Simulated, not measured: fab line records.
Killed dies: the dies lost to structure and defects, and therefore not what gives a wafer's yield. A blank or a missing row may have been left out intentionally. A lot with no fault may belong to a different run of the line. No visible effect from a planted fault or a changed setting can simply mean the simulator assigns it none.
Matching of chambers + flow berkeley-cmos170 + rie-si-02 running UCB170_GATE_ETCH_15: 4 sister chambers
The step etches poly-Si in HBr/Cl2, stops on SiO2, time 56.3 s, target depth 278.2 nm. 8 wafers are shown with their chamber, then 8 later ones without.

== EACH WAFER AND ITS CHAMBER ==
| wafer  | chamber | throttle-valve-pct (%) | oes-product-au (a.u.) |
|--------|---------|------------------------|-----------------------|
| L604.2 | 0       | 26.15                  | 0.826                 |
| L608.1 | 0       | 26.05                  | 0.843                 |
| L608.2 | 1       | 25.93                  | 0.812                 |
| L608.3 | 3       | 26.29                  | 0.841                 |
| L612.1 | 3       | 26.27                  | 0.839                 |
| L612.2 | 2       | 26.34                  | 0.842                 |
| L612.3 | 1       | 25.95                  | 0.818                 |
| L610.1 | 2       | 26.33                  | 0.837                 |

== WAFERS MISSING THEIR CHAMBER ==
| wafer  | throttle-valve-pct (%) | oes-product-au (a.u.) |
|--------|------------------------|-----------------------|
| L610.3 | 25.94                  | 0.816                 |
| L610.4 | 26.04                  | 0.839                 |
| L614.2 | 26.33                  | 0.823                 |
| L614.3 | 26.03                  | 0.821                 |
| L614.6 | 26.28                  | 0.821                 |
| L619.2 | 26.33                  | 0.846                 |
| L619.3 | 26.28                  | 0.832                 |
| L619.4 | 26.03                  | 0.837                 |

== WHICH CHAMBER EACH WENT THROUGH ==
| wafer  | from the rows above     | in truth |
|--------|-------------------------|----------|
| L610.3 | 1                       | 1        |
| L610.4 | 0                       | 0        |
| L614.2 | can't be placed: 2 or 3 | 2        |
| L614.3 | can't be placed: 1 or 0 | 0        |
| L614.6 | can't be placed: 3 or 2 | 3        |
| L619.2 | can't be placed: 2 or 3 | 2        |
| L619.3 | can't be placed: 3 or 2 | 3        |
| L619.4 | 0                       | 0        |
Correctly placed: 3 of 8. Unplaceable from these rows: 5, with the true chamber sitting among the candidates in 5. Wrongly placed: 0.
How it was worked out, from the rows above alone: a wafer's distance from a chamber is the root of the sum, over the readings, of the square of ((its reading less the chamber's mean) divided by the reading's scatter). The wafer belongs to the nearest chamber; if the next one is less than 2 further off, it can't be placed. The mean given for a chamber averages the wafers shown for that chamber. The scatter is the square root of a quotient: the sum, over the shown wafers, of each reading's squared deviation from its chamber's mean, divided by wafers minus chambers.
